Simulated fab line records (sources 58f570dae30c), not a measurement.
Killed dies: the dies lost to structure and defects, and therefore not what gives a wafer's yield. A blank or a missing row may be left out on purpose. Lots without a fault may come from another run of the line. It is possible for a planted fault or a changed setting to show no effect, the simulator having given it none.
Shared-tool check | flow berkeleyCmos170 | 13 lots, 39 wafers sampled

== WHY IT WAS OPENED ==
On 1 of the 13 lots, a flag is raised at UCB170_M1_CD_MEAS_09 on the reading cdNm. Fault-free wafers read 700.3 nm, with a standard deviation of 1.3.
Rule: flag the lot when none of its wafers has a number, or when each of its wafers that has one lies beyond 4 standard deviations from that mean. All remaining lots are regarded as sound.

lot  | measured     | on       | cdNm (nm), wafer by wafer | flag
L231 | day 8 09:29  | cdSem-01 | 701.4 698.9 699.9         | 
L232 | day 8 10:04  | cdSem-02 | 700.8 699.4 700.1         | 
L234 | day 8 17:18  | cdSem-01 | 701.7 700.6 700.2         | 
L235 | day 8 17:50  | cdSem-01 | 699.1 698.6 698.1         | 
L237 | day 9 12:43  | cdSem-02 | 700.4 699.7 699.6         | 
L238 | day 9 13:31  | cdSem-01 | 614.1 614.2 615.2         | FLAGGED
L241 | day 9 21:40  | cdSem-02 | 701.3 701.4 700.9         | 
L246 | day 11 08:42 | cdSem-02 | 700.8 702.6 701.3         | 
L249 | day 12 00:12 | cdSem-02 | 700.6 701.0 700.0         | 
L248 | day 12 00:17 | cdSem-02 | 699.6 701.0 699.0         | 
L254 | day 12 15:46 | cdSem-01 | 702.0 701.0 700.5         | 
L252 | day 12 16:20 | cdSem-01 | 700.1 700.9 699.3         | 
L253 | day 13 05:44 | cdSem-02 | 700.5 700.7 700.2         | 
The mean of the flagged lots' numbers is 614.5 nm, -85.8 nm from the usual (-66 standard deviations).

== WHICH TOOL RAN EACH LOT ==
The record keeps 1 process step preceding the reading, out of 331 steps on the route. Every cell lists first the tool, next ch and the chambers used by the sampled wafers, and last the start.
lot  | flag    | UCB170_M1_EXPOSE_06
L231 |         | krfScanner-02 ch 0, day 8 08:49
L232 |         | krfScanner-01 ch 0, day 8 09:20
L234 |         | krfScanner-01 ch 0, day 8 16:55
L235 |         | krfScanner-02 ch 0, day 8 17:26
L237 |         | krfScanner-01 ch 0, day 9 11:47
L238 | FLAGGED | krfScanner-01 ch 0, day 9 12:40
L241 |         | krfScanner-01 ch 0, day 9 21:10
L246 |         | krfScanner-02 ch 0, day 11 08:19
L249 |         | krfScanner-02 ch 0, day 11 23:08
L248 |         | krfScanner-02 ch 0, day 11 23:13
L254 |         | krfScanner-01 ch 0, day 12 15:16
L252 |         | krfScanner-02 ch 0, day 12 15:57
L253 |         | krfScanner-02 ch 0, day 13 05:20
These steps, and what they do:
- UCB170_M1_EXPOSE_06: exposes mask METAL1, target cd 700 nm.
- UCB170_M1_CD_MEAS_09: target cd 700 nm.

== FLAGGED AGAINST TOTAL, ONE TOOL AT A TIME (gauges that did the reading follow at the end) ==
step                 | tool          | lots run | flagged | share of the flagged lots | sound lots run after its first flagged lot
UCB170_M1_EXPOSE_06  | krfScanner-01 | 6        | 1       | all                       | 2 (L241,L254)
UCB170_M1_EXPOSE_06  | krfScanner-02 | 7        | 0       | none                      | -
UCB170_M1_CD_MEAS_09 | cdSem-01      | 6        | 1       | all                       | 2 (L254,L252)
UCB170_M1_CD_MEAS_09 | cdSem-02      | 7        | 0       | none                      | -

== WHAT THE TABLE PERMITS ==
Rows of the table that ran all the flagged lots, 2 in number: krfScanner-01 at UCB170_M1_EXPOSE_06; cdSem-01 at UCB170_M1_CD_MEAS_09.
- krfScanner-01 at UCB170_M1_EXPOSE_06 ran 6 lots, 1 of them flagged. Lots that were sound ran on it after the first flagged one (L241, L254); a persistent fault on the entire tool would not allow that.
- cdSem-01 at UCB170_M1_CD_MEAS_09 ran 6 lots, 1 of them flagged. Lots that were sound ran on it after the first flagged one (L254, L252); a persistent fault on the entire tool would not allow that.
Every row of the table either missed a flagged lot or ran a sound lot after the first.

== WHAT WAS PUT IN BY THE SIMULATOR ==
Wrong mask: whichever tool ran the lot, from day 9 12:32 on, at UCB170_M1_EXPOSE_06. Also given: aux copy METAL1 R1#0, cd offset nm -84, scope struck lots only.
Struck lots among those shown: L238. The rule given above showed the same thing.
